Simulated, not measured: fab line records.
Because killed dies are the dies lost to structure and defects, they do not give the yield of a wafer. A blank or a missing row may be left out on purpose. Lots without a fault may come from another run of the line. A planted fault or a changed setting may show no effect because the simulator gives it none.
fab line records / flow ritCmos
[record] lots = 7 wafers = 21 lastDay = 7
route steps=202 shown ACTIVE@17 FOX1@20 FOX2@23 NWELL@28 M1@202
lots that met no fault: from a run of the same line without faults
startH: hours from the record's first day to the start of the lot's first wafer shown / waitH: hours from the lot's prior step to this one / " as in the row above / L1.1+2: one row covering several wafers at once / - no value, or no start was given / * or withheld: withheld / < > ~ a bound
route shown NAME@n: NAME is a module with steps in the file, n the number in the route of the first one / usual: mean/standard deviation taken from wafers without a fault / same: alike in all rows / chamber/n: place in a boat / sites: readings site by site / _std_site: the standard deviation of these / _edge_site: outer sites' mean less inner sites' / radiusMm: how far each site lies from the wafer's centre / mask NAME#n: copy n / behind: the most recent tool/chamber to have shaped the wafer / hold: why the lot was held/for how many hours/how that ended / device: the n, p or np transistor that did not switch / end of line: tests of these same wafers at the route's end / step lacking rows: just its recipe / killed: the dies lost at the first sort to structure and to defects; this is not the yield of the wafer / map: a wafer's dies, x killed, . not, _ none there
set.NAME: the setting that was run; set.NAME@STEP: the one run at that earlier step / model.NAME: the simulator's own value behind a step, which no gauge read
a table for each step, a row for each wafer; lots at some steps of the route
[[steps]]
[step RIT_ACTIVE_CLEAN_15]
[recipe] chemistry = SC1 mix = 3:3:50 timeS = 600 tempC = 75
[step RIT_ACTIVE_CLEAN_16]
[recipe] chemistry = dHF dilution = 50:1 timeS = 30
[step RIT_ACTIVE_CLEAN_17]
[recipe] chemistry = SC2 mix = 3:3:50 timeS = 600 tempC = 75 dry = n2Spin
[step RIT_FOX1_OXIDATION_00]
[recipe] tempC = 1100 ambient = H2O targetThkA = 3507 pH2oTorr = 720 oxTimeS = 1130
[step RIT_FOX1_THK_MEAS_01]
[recipe] reads = SiO2_of_FOX1_OXIDATION_00
[usual] FOX1_OXIDE_THK = 352/6.7
lot.wafer=L716.1 tool=filmMetro-03 chamber=- startH=23.37 waitH=0.0 FOX1_OXIDE_THK[nm]=346
lot.wafer=L716.3 tool=filmMetro-03 chamber=- startH=23.37 waitH=0.0 FOX1_OXIDE_THK[nm]=346
lot.wafer=L716.5 tool=filmMetro-03 chamber=- startH=23.37 waitH=0.0 FOX1_OXIDE_THK[nm]=350
lot.wafer=L717.1 tool=filmMetro-04 chamber=- startH=28.37 waitH=0.0 FOX1_OXIDE_THK[nm]=359
lot.wafer=L717.2 tool=filmMetro-04 chamber=- startH=28.37 waitH=0.0 FOX1_OXIDE_THK[nm]=353
lot.wafer=L717.3 tool=filmMetro-04 chamber=- startH=28.37 waitH=0.0 FOX1_OXIDE_THK[nm]=361
lot.wafer=L723.1 tool=filmMetro-03 chamber=- startH=60.16 waitH=0.0 FOX1_OXIDE_THK[nm]=349
lot.wafer=L723.2 tool=filmMetro-03 chamber=- startH=60.16 waitH=0.0 FOX1_OXIDE_THK[nm]=351
lot.wafer=L723.3 tool=filmMetro-03 chamber=- startH=60.16 waitH=0.0 FOX1_OXIDE_THK[nm]=353
lot.wafer=L724.1 tool=filmMetro-03 chamber=- startH=64.96 waitH=0.0 FOX1_OXIDE_THK[nm]=344
lot.wafer=L724.2 tool=filmMetro-03 chamber=- startH=64.96 waitH=0.0 FOX1_OXIDE_THK[nm]=347
lot.wafer=L724.5 tool=filmMetro-03 chamber=- startH=64.96 waitH=0.0 FOX1_OXIDE_THK[nm]=346
lot.wafer=L726.2 tool=filmMetro-04 chamber=- startH=71.96 waitH=0.0 FOX1_OXIDE_THK[nm]=349
lot.wafer=L726.4 tool=filmMetro-04 chamber=- startH=71.96 waitH=0.0 FOX1_OXIDE_THK[nm]=350
lot.wafer=L726.6 tool=filmMetro-04 chamber=- startH=71.96 waitH=0.0 FOX1_OXIDE_THK[nm]=350
lot.wafer=L733.3 tool=filmMetro-02 chamber=- startH=107.71 waitH=0.0 FOX1_OXIDE_THK[nm]=351
lot.wafer=L733.5 tool=filmMetro-02 chamber=- startH=107.71 waitH=0.0 FOX1_OXIDE_THK[nm]=352
lot.wafer=L733.6 tool=filmMetro-02 chamber=- startH=107.71 waitH=0.0 FOX1_OXIDE_THK[nm]=343
lot.wafer=L736.2 tool=filmMetro-02 chamber=- startH=124.00 waitH=0.0 FOX1_OXIDE_THK[nm]=352
lot.wafer=L736.3 tool=filmMetro-02 chamber=- startH=124.00 waitH=0.0 FOX1_OXIDE_THK[nm]=352
lot.wafer=L736.4 tool=filmMetro-02 chamber=- startH=124.00 waitH=0.0 FOX1_OXIDE_THK[nm]=355
[step RIT_FOX1_WET_ETCH_02]
[recipe] chemistry = BOE targetDepthNm = 350 timeS = 390 tempC = 21.5 dry = n2Spin dilution = 10:1 target = SiO2
[step RIT_FOX2_OXIDATION_00]
[recipe] tempC = 1100 ambient = H2O targetThkA = 3507 pH2oTorr = 720 oxTimeS = 1130
[step RIT_FOX2_THK_MEAS_01]
[recipe] reads = SiO2_of_FOX2_OXIDATION_00
[usual] FOX2_OXIDE_THK = 352/7.6
lot.wafer=L716.1 tool=filmMetro-02 chamber=- startH=24.96 waitH=0.0 FOX2_OXIDE_THK[nm]=349
lot.wafer=L716.3 tool=filmMetro-02 chamber=- startH=24.96 waitH=0.0 FOX2_OXIDE_THK[nm]=359
lot.wafer=L716.5 tool=filmMetro-02 chamber=- startH=24.96 waitH=0.0 FOX2_OXIDE_THK[nm]=360
lot.wafer=L717.1 tool=filmMetro-03 chamber=- startH=29.86 waitH=0.0 FOX2_OXIDE_THK[nm]=354
lot.wafer=L717.2 tool=filmMetro-03 chamber=- startH=29.86 waitH=0.0 FOX2_OXIDE_THK[nm]=345
lot.wafer=L717.3 tool=filmMetro-03 chamber=- startH=29.86 waitH=0.0 FOX2_OXIDE_THK[nm]=353
lot.wafer=L723.1 tool=filmMetro-03 chamber=- startH=61.65 waitH=0.0 FOX2_OXIDE_THK[nm]=359
lot.wafer=L723.2 tool=filmMetro-03 chamber=- startH=61.65 waitH=0.0 FOX2_OXIDE_THK[nm]=348
lot.wafer=L723.3 tool=filmMetro-03 chamber=- startH=61.65 waitH=0.0 FOX2_OXIDE_THK[nm]=348
lot.wafer=L724.1 tool=filmMetro-02 chamber=- startH=66.45 waitH=0.0 FOX2_OXIDE_THK[nm]=342
lot.wafer=L724.2 tool=filmMetro-02 chamber=- startH=66.45 waitH=0.0 FOX2_OXIDE_THK[nm]=347
lot.wafer=L724.5 tool=filmMetro-02 chamber=- startH=66.45 waitH=0.0 FOX2_OXIDE_THK[nm]=346
lot.wafer=L726.2 tool=filmMetro-02 chamber=- startH=74.45 waitH=0.0 FOX2_OXIDE_THK[nm]=360
lot.wafer=L726.4 tool=filmMetro-02 chamber=- startH=74.45 waitH=0.0 FOX2_OXIDE_THK[nm]=360
lot.wafer=L726.6 tool=filmMetro-02 chamber=- startH=74.45 waitH=0.0 FOX2_OXIDE_THK[nm]=363
lot.wafer=L733.3 tool=filmMetro-03 chamber=- startH=109.46 waitH=0.0 FOX2_OXIDE_THK[nm]=370
lot.wafer=L733.5 tool=filmMetro-03 chamber=- startH=109.46 waitH=0.0 FOX2_OXIDE_THK[nm]=369
lot.wafer=L733.6 tool=filmMetro-03 chamber=- startH=109.46 waitH=0.0 FOX2_OXIDE_THK[nm]=369
lot.wafer=L736.2 tool=filmMetro-01 chamber=- startH=125.49 waitH=0.0 FOX2_OXIDE_THK[nm]=354
lot.wafer=L736.3 tool=filmMetro-01 chamber=- startH=125.49 waitH=0.0 FOX2_OXIDE_THK[nm]=350
lot.wafer=L736.4 tool=filmMetro-01 chamber=- startH=125.49 waitH=0.0 FOX2_OXIDE_THK[nm]=351
[step RIT_FOX2_CLEAN_02]
[recipe] chemistry = dHF dilution = 50:1 timeS = 180
[step RIT_FOX2_WET_ETCH_03]
[recipe] chemistry = H3PO4 target = Si3N4 targetDepthNm = 195 tempC = 165 timeS = 2700
[step RIT_FOX2_THK_MEAS_90]
[recipe] reads = SiO2_of_FOX2_OXIDATION_00
[usual] FIELD_OXIDE_LEFT_1_THK = 325/7.7
lot.wafer=L716.1 tool=filmMetro-02 chamber=- startH=25.83 waitH=0.0 FIELD_OXIDE_LEFT_1_THK[nm]=322
lot.wafer=L716.3 tool=filmMetro-02 chamber=- startH=25.83 waitH=0.0 FIELD_OXIDE_LEFT_1_THK[nm]=331
lot.wafer=L716.5 tool=filmMetro-02 chamber=- startH=25.83 waitH=0.0 FIELD_OXIDE_LEFT_1_THK[nm]=332
lot.wafer=L717.1 tool=filmMetro-01 chamber=- startH=30.80 waitH=0.0 FIELD_OXIDE_LEFT_1_THK[nm]=327
lot.wafer=L717.2 tool=filmMetro-01 chamber=- startH=30.80 waitH=0.0 FIELD_OXIDE_LEFT_1_THK[nm]=319
lot.wafer=L717.3 tool=filmMetro-01 chamber=- startH=30.80 waitH=0.0 FIELD_OXIDE_LEFT_1_THK[nm]=326
lot.wafer=L723.1 tool=filmMetro-01 chamber=- startH=62.52 waitH=0.0 FIELD_OXIDE_LEFT_1_THK[nm]=332
lot.wafer=L723.2 tool=filmMetro-01 chamber=- startH=62.52 waitH=0.0 FIELD_OXIDE_LEFT_1_THK[nm]=320
lot.wafer=L723.3 tool=filmMetro-01 chamber=- startH=62.52 waitH=0.0 FIELD_OXIDE_LEFT_1_THK[nm]=320
lot.wafer=L724.1 tool=filmMetro-01 chamber=- startH=67.40 waitH=0.0 FIELD_OXIDE_LEFT_1_THK[nm]=314
lot.wafer=L724.2 tool=filmMetro-01 chamber=- startH=67.40 waitH=0.0 FIELD_OXIDE_LEFT_1_THK[nm]=319
lot.wafer=L724.5 tool=filmMetro-01 chamber=- startH=67.40 waitH=0.0 FIELD_OXIDE_LEFT_1_THK[nm]=318
lot.wafer=L726.2 tool=filmMetro-03 chamber=- startH=75.40 waitH=0.0 FIELD_OXIDE_LEFT_1_THK[nm]=333
lot.wafer=L726.4 tool=filmMetro-03 chamber=- startH=75.40 waitH=0.0 FIELD_OXIDE_LEFT_1_THK[nm]=333
lot.wafer=L726.6 tool=filmMetro-03 chamber=- startH=75.40 waitH=0.0 FIELD_OXIDE_LEFT_1_THK[nm]=337
lot.wafer=L733.3 tool=filmMetro-03 chamber=- startH=110.34 waitH=0.0 FIELD_OXIDE_LEFT_1_THK[nm]=343
lot.wafer=L733.5 tool=filmMetro-03 chamber=- startH=110.34 waitH=0.0 FIELD_OXIDE_LEFT_1_THK[nm]=342
lot.wafer=L733.6 tool=filmMetro-03 chamber=- startH=110.34 waitH=0.0 FIELD_OXIDE_LEFT_1_THK[nm]=343
lot.wafer=L736.2 tool=filmMetro-02 chamber=- startH=126.37 waitH=0.0 FIELD_OXIDE_LEFT_1_THK[nm]=327
lot.wafer=L736.3 tool=filmMetro-02 chamber=- startH=126.37 waitH=0.0 FIELD_OXIDE_LEFT_1_THK[nm]=323
lot.wafer=L736.4 tool=filmMetro-02 chamber=- startH=126.37 waitH=0.0 FIELD_OXIDE_LEFT_1_THK[nm]=325
[step RIT_NWELL_HMDS_00]
[recipe] primeTimeS = 60 primeTempC = 140
[step RIT_NWELL_COAT_01]
[recipe] resist = NOVOLAK spinRpm = 2000 resistThkNm = 1300
[usual] spinSpeedRpm = 2000.1/1.2
lot.wafer=L716.1 tool=lithoTrack-02 chamber=0 startH=26.04 waitH=0.1 spinSpeedRpm=1999.0 model.NOVOLAK_of_NWELL_COAT_01.thkNm=1301
lot.wafer=L716.3 tool=lithoTrack-02 chamber=0 startH=26.04 waitH=0.1 spinSpeedRpm=1998.5 model.NOVOLAK_of_NWELL_COAT_01.thkNm=1302
lot.wafer=L716.5 tool=lithoTrack-02 chamber=0 startH=26.04 waitH=0.1 spinSpeedRpm=2000.7 model.NOVOLAK_of_NWELL_COAT_01.thkNm=1303
lot.wafer=L717.1 tool=lithoTrack-04 chamber=0 startH=31.01 waitH=0.1 spinSpeedRpm=2000.7 model.NOVOLAK_of_NWELL_COAT_01.thkNm=1300
lot.wafer=L717.2 tool=lithoTrack-04 chamber=0 startH=31.01 waitH=0.1 spinSpeedRpm=2002.4 model.NOVOLAK_of_NWELL_COAT_01.thkNm=1301
lot.wafer=L717.3 tool=lithoTrack-04 chamber=0 startH=31.01 waitH=0.1 spinSpeedRpm=2001.3 model.NOVOLAK_of_NWELL_COAT_01.thkNm=1299
lot.wafer=L723.1 tool=lithoTrack-02 chamber=0 startH=62.73 waitH=0.1 spinSpeedRpm=1305.4 model.NOVOLAK_of_NWELL_COAT_01.thkNm=1617
lot.wafer=L723.2 tool=lithoTrack-02 chamber=0 startH=62.73 waitH=0.1 spinSpeedRpm=1305.4 model.NOVOLAK_of_NWELL_COAT_01.thkNm=1615
lot.wafer=L723.3 tool=lithoTrack-02 chamber=0 startH=62.73 waitH=0.1 spinSpeedRpm=1305.6 model.NOVOLAK_of_NWELL_COAT_01.thkNm=1611
lot.wafer=L724.1 tool=lithoTrack-02 chamber=0 startH=67.61 waitH=0.1 spinSpeedRpm=1304.5 model.NOVOLAK_of_NWELL_COAT_01.thkNm=1607
lot.wafer=L724.2 tool=lithoTrack-02 chamber=0 startH=67.61 waitH=0.1 spinSpeedRpm=1305.3 model.NOVOLAK_of_NWELL_COAT_01.thkNm=1611
lot.wafer=L724.5 tool=lithoTrack-02 chamber=0 startH=67.61 waitH=0.1 spinSpeedRpm=1303.2 model.NOVOLAK_of_NWELL_COAT_01.thkNm=1607
lot.wafer=L726.2 tool=lithoTrack-02 chamber=0 startH=75.62 waitH=0.1 spinSpeedRpm=1309.3 model.NOVOLAK_of_NWELL_COAT_01.thkNm=1615
lot.wafer=L726.4 tool=lithoTrack-02 chamber=0 startH=75.62 waitH=0.1 spinSpeedRpm=1307.9 model.NOVOLAK_of_NWELL_COAT_01.thkNm=1609
lot.wafer=L726.6 tool=lithoTrack-02 chamber=0 startH=75.62 waitH=0.1 spinSpeedRpm=1306.3 model.NOVOLAK_of_NWELL_COAT_01.thkNm=1611
lot.wafer=L733.3 tool=lithoTrack-03 chamber=0 startH=110.58 waitH=0.1 spinSpeedRpm=1998.9 model.NOVOLAK_of_NWELL_COAT_01.thkNm=1306
lot.wafer=L733.5 tool=lithoTrack-03 chamber=0 startH=110.58 waitH=0.1 spinSpeedRpm=2000.7 model.NOVOLAK_of_NWELL_COAT_01.thkNm=1299
lot.wafer=L733.6 tool=lithoTrack-03 chamber=0 startH=110.58 waitH=0.1 spinSpeedRpm=2001.8 model.NOVOLAK_of_NWELL_COAT_01.thkNm=1304
lot.wafer=L736.2 tool=lithoTrack-03 chamber=0 startH=126.67 waitH=0.1 spinSpeedRpm=2000.7 model.NOVOLAK_of_NWELL_COAT_01.thkNm=1294
lot.wafer=L736.3 tool=lithoTrack-03 chamber=0 startH=126.67 waitH=0.1 spinSpeedRpm=2000.9 model.NOVOLAK_of_NWELL_COAT_01.thkNm=1294
lot.wafer=L736.4 tool=lithoTrack-03 chamber=0 startH=126.67 waitH=0.1 spinSpeedRpm=1999.4 model.NOVOLAK_of_NWELL_COAT_01.thkNm=1295
[step RIT_NWELL_SOFTBAKE_02]
[recipe] resist = NOVOLAK tempC = 90 timeS = 60
[step RIT_NWELL_EXPOSE_03]
[recipe] maskId = M2 na = 0.57 targetCdNm = 43900 doseMj = 250
[step RIT_NWELL_PEB_04]
[recipe] resist = NOVOLAK tempC = withheld timeS = withheld
[step RIT_NWELL_DEVELOP_05]
[recipe] resist = NOVOLAK developTimeS = 68 devTempC = 23
[step RIT_NWELL_OVL_MEAS_06]
[usual] NWELL_OVL = -0.1/1.4
lot.wafer=L716.1 tool=overlay-01 chamber=- startH=26.90 waitH=- NWELL_OVL[nm]=-0.7
lot.wafer=L716.3 tool=overlay-01 chamber=- startH=26.90 waitH=- NWELL_OVL[nm]=-0.2
lot.wafer=L716.5 tool=overlay-01 chamber=- startH=26.90 waitH=- NWELL_OVL[nm]=0.0
lot.wafer=L717.1 tool=overlay-02 chamber=- startH=31.87 waitH=- NWELL_OVL[nm]=-0.2
lot.wafer=L717.2 tool=overlay-02 chamber=- startH=31.87 waitH=- NWELL_OVL[nm]=-1.7
lot.wafer=L717.3 tool=overlay-02 chamber=- startH=31.87 waitH=- NWELL_OVL[nm]=-0.5
lot.wafer=L723.1 tool=overlay-01 chamber=- startH=63.46 waitH=- NWELL_OVL[nm]=-1.2
lot.wafer=L723.2 tool=overlay-01 chamber=- startH=63.46 waitH=- NWELL_OVL[nm]=-1.8
lot.wafer=L723.3 tool=overlay-01 chamber=- startH=63.46 waitH=- NWELL_OVL[nm]=-1.4
lot.wafer=L724.1 tool=overlay-01 chamber=- startH=68.34 waitH=- NWELL_OVL[nm]=1.0
lot.wafer=L724.2 tool=overlay-01 chamber=- startH=68.34 waitH=- NWELL_OVL[nm]=-0.9
lot.wafer=L724.5 tool=overlay-01 chamber=- startH=68.34 waitH=- NWELL_OVL[nm]=-0.1
lot.wafer=L726.2 tool=overlay-01 chamber=- startH=76.33 waitH=- NWELL_OVL[nm]=0.0
lot.wafer=L726.4 tool=overlay-01 chamber=- startH=76.33 waitH=- NWELL_OVL[nm]=0.9
lot.wafer=L726.6 tool=overlay-01 chamber=- startH=76.33 waitH=- NWELL_OVL[nm]=0.0
lot.wafer=L733.3 tool=overlay-01 chamber=- startH=111.40 waitH=- NWELL_OVL[nm]=-0.1
lot.wafer=L733.5 tool=overlay-01 chamber=- startH=111.40 waitH=- NWELL_OVL[nm]=2.4
lot.wafer=L733.6 tool=overlay-01 chamber=- startH=111.40 waitH=- NWELL_OVL[nm]=2.4
lot.wafer=L736.2 tool=overlay-02 chamber=- startH=127.52 waitH=- NWELL_OVL[nm]=-2.4
lot.wafer=L736.3 tool=overlay-02 chamber=- startH=127.52 waitH=- NWELL_OVL[nm]=-1.2
lot.wafer=L736.4 tool=overlay-02 chamber=- startH=127.52 waitH=- NWELL_OVL[nm]=-2.6
[step RIT_NWELL_HARDBAKE_07]
[recipe] resist = NOVOLAK tempC = 140 timeS = 120
lot.wafer=L716.1 tool=lithoTrack-03 chamber=0 startH=26.93 waitH=0.0 model.NOVOLAK_of_NWELL_COAT_01.thkNm=1137
lot.wafer=L716.3+5 tool=lithoTrack-03 chamber=0 startH=26.93 waitH=0.0 model.NOVOLAK_of_NWELL_COAT_01.thkNm=1139
lot.wafer=L717.1+2 tool=lithoTrack-03 chamber=0 startH=31.90 waitH=0.0 model.NOVOLAK_of_NWELL_COAT_01.thkNm=1137
lot.wafer=L717.3 tool=lithoTrack-03 chamber=0 startH=31.90 waitH=0.0 model.NOVOLAK_of_NWELL_COAT_01.thkNm=1136
lot.wafer=L723.1 tool=lithoTrack-02 chamber=0 startH=63.50 waitH=0.0 model.NOVOLAK_of_NWELL_COAT_01.thkNm=1410
lot.wafer=L723.2 tool=lithoTrack-02 chamber=0 startH=63.50 waitH=0.0 model.NOVOLAK_of_NWELL_COAT_01.thkNm=1407
lot.wafer=L723.3 tool=lithoTrack-02 chamber=0 startH=63.50 waitH=0.0 model.NOVOLAK_of_NWELL_COAT_01.thkNm=1404
lot.wafer=L724.1+5 tool=lithoTrack-02 chamber=0 startH=68.37 waitH=0.0 model.NOVOLAK_of_NWELL_COAT_01.thkNm=1401
lot.wafer=L724.2 tool=lithoTrack-02 chamber=0 startH=68.37 waitH=0.0 model.NOVOLAK_of_NWELL_COAT_01.thkNm=1404
lot.wafer=L726.2 tool=lithoTrack-04 chamber=0 startH=76.41 waitH=0.1 model.NOVOLAK_of_NWELL_COAT_01.thkNm=1408
lot.wafer=L726.4 tool=lithoTrack-04 chamber=0 startH=76.41 waitH=0.1 model.NOVOLAK_of_NWELL_COAT_01.thkNm=1403
lot.wafer=L726.6 tool=lithoTrack-04 chamber=0 startH=76.41 waitH=0.1 model.NOVOLAK_of_NWELL_COAT_01.thkNm=1405
lot.wafer=L733.3 tool=lithoTrack-04 chamber=0 startH=111.50 waitH=0.1 model.NOVOLAK_of_NWELL_COAT_01.thkNm=1142
lot.wafer=L733.5 tool=lithoTrack-04 chamber=0 startH=111.50 waitH=0.1 model.NOVOLAK_of_NWELL_COAT_01.thkNm=1136
lot.wafer=L733.6 tool=lithoTrack-04 chamber=0 startH=111.50 waitH=0.1 model.NOVOLAK_of_NWELL_COAT_01.thkNm=1140
lot.wafer=L736.2+3 tool=lithoTrack-04 chamber=0 startH=127.59 waitH=0.1 model.NOVOLAK_of_NWELL_COAT_01.thkNm=1131
lot.wafer=L736.4 tool=lithoTrack-04 chamber=0 startH=127.59 waitH=0.1 model.NOVOLAK_of_NWELL_COAT_01.thkNm=1133
[step RIT_NWELL_IMPLANT_08]
[recipe] species = P energyKev = 170 doseCm2 = 5e+13 tiltDeg = 7
[step RIT_M1_PROBE_99]
[usual] killedAtContacts = 0.1/0.23 killedAtFrontEnd = 7/3 killedDies = 7/3 killedOpen = 3.3/1.8 killedShort = 3.3/2.2
[same] grossDies = 264 killed_at_M0_to_M3 = 0 killed_at_M4_up = 0 killedAtBackSide = 0 killedAtOther = 0
lot.wafer=L717.1 tool=prober-01 chamber=- startH=71.61 waitH=0.1 killedAtContacts=0 killedAtFrontEnd=7 killedDies=7 killedOpen=1 killedShort=6
lot.wafer=L717.2 tool=prober-01 chamber=- startH=71.66 waitH=0.1 killedAtContacts=0 killedAtFrontEnd=2 killedDies=2 killedOpen=0 killedShort=2
lot.wafer=L717.3 tool=prober-01 chamber=- startH=71.71 waitH=0.2 killedAtContacts=0 killedAtFrontEnd=3 killedDies=3 killedOpen=0 killedShort=3
lot.wafer=L724.1 tool=prober-01 chamber=- startH=109.18 waitH=0.1 killedAtContacts=0 killedAtFrontEnd=5 killedDies=5 killedOpen=3 killedShort=2
lot.wafer=L724.2 tool=prober-01 chamber=- startH=109.23 waitH=0.1 killedAtContacts=0 killedAtFrontEnd=6 killedDies=6 killedOpen=1 killedShort=5
lot.wafer=L724.5 tool=prober-01 chamber=- startH=109.38 waitH=0.2 killedAtContacts=0 killedAtFrontEnd=8 killedDies=8 killedOpen=4 killedShort=4
lot.wafer=L726.2 tool=prober-01 chamber=- startH=116.15 waitH=0.1 killedAtContacts=0 killedAtFrontEnd=10 killedDies=10 killedOpen=3 killedShort=7
lot.wafer=L726.4 tool=prober-01 chamber=- startH=116.25 waitH=0.2 killedAtContacts=0 killedAtFrontEnd=8 killedDies=8 killedOpen=5 killedShort=3
lot.wafer=L726.6 tool=prober-01 chamber=- startH=116.35 waitH=0.2 killedAtContacts=1 killedAtFrontEnd=1 killedDies=2 killedOpen=1 killedShort=1
lot.wafer=L733.3 tool=prober-02 chamber=- startH=152.56 waitH=0.2 killedAtContacts=0 killedAtFrontEnd=13 killedDies=13 killedOpen=8 killedShort=5
lot.wafer=L733.5 tool=prober-02 chamber=- startH=152.66 waitH=0.2 killedAtContacts=0 killedAtFrontEnd=9 killedDies=9 killedOpen=3 killedShort=6
lot.wafer=L733.6 tool=prober-02 chamber=- startH=152.71 waitH=0.2 killedAtContacts=0 killedAtFrontEnd=6 killedDies=6 killedOpen=2 killedShort=4
// killed by level:class
L717.1 SILICIDE:geometricParticle:short=5 GATE:geometricParticle:open=1 GATE:geometricParticle:short=1
L717.2 GATE:geometricParticle:short=1 SPACER:geometricParticle:short=1
L717.3 SPACER:geometricParticle:short=2 FOX1:geometricParticle:short=1
L724.1 GATE:geometricParticle:open=3 REOX:geometricParticle:short=1 SILICIDE:geometricParticle:short=1
L724.2 GATE:geometricParticle:short=2 FOX2:geometricParticle:short=1 REOX:geometricParticle:short=1 SPACER:geometricParticle:open=1 SPACER:geometricParticle:short=1
L724.5 GATE:geometricParticle:open=3 FOX1:geometricParticle:short=2 GATE:geometricParticle:short=1 REOX:geometricParticle:open=1 SILICIDE:geometricParticle:short=1
L726.2 REOX:geometricParticle:short=3 GATE:geometricParticle:short=2 GATE:geometricParticle:open=1 SPACER:geometricParticle:short=1 SPACER:geometricParticle:open=1 SILICIDE:geometricParticle:short=1 SILICIDE:geometricParticle:open=1
L726.4 GATE:geometricParticle:open=4 FOX1:geometricParticle:short=2 SPACER:geometricParticle:short=1 SILICIDE:geometricParticle:open=1
L726.6 GATE:geometricParticle:short=1 CONTACT:geometricParticle:open=1
L733.3 GATE:geometricParticle:open=3 GATE:geometricParticle:short=2 SPACER:geometricParticle:short=2 SPACER:geometricParticle:open=2 SILICIDE:geometricParticle:open=2 FOX1:geometricParticle:open=1 FOX1:geometricParticle:short=1
L733.5 GATE:geometricParticle:short=3 FOX2:geometricParticle:short=2 GATE:geometricParticle:open=2 SPACER:geometricParticle:open=1 SPACER:geometricParticle:short=1
L733.6 FOX1:geometricParticle:short=2 FOX2:geometricParticle:short=1 GATE:geometricParticle:open=1 SILICIDE:geometricParticle:open=1 SILICIDE:geometricParticle:short=1
[[key]]
[firstSign] step = RIT_NWELL_COAT_01 reading = spinSpeedRpm direction = down sigmas = 99+ usual = 2000.1 struck = 1305.9
effect none on later readings
[modelEffect] step = RIT_NWELL_COAT_01 value = NOVOLAK_of_NWELL_COAT_01.thkNm without = 1302 struck = 1612
[modelEffect] step = RIT_NWELL_HARDBAKE_07 value = NOVOLAK_of_NWELL_COAT_01.thkNm without = 1139 struck = 1405
metAt RIT_NWELL_COAT_01
struckWafers L723.1,L723.2,L723.3,L724.1,L724.2,L724.5,L726.2,L726.4,L726.6
testerLeftOut L723,L724,L726
onsetBetween 26.04 62.73
[fault] kind = processParameterDrift tool = lithoTrack-02 chamber = - onsetH = 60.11 steps = RIT_NWELL_COAT_01 channel = spinRpm offset = -693.87 shape = step endH = 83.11 actsIn = theseRecipesOnly stated = 2000
// testerLeftOut: of these lots the tester's yield and bins aren't shown, on N5 and GAA mostly nor the transistor test; their killed dies are dies lost to structure and defects alone, not to doping, threshold or leakage, so they don't give the yield
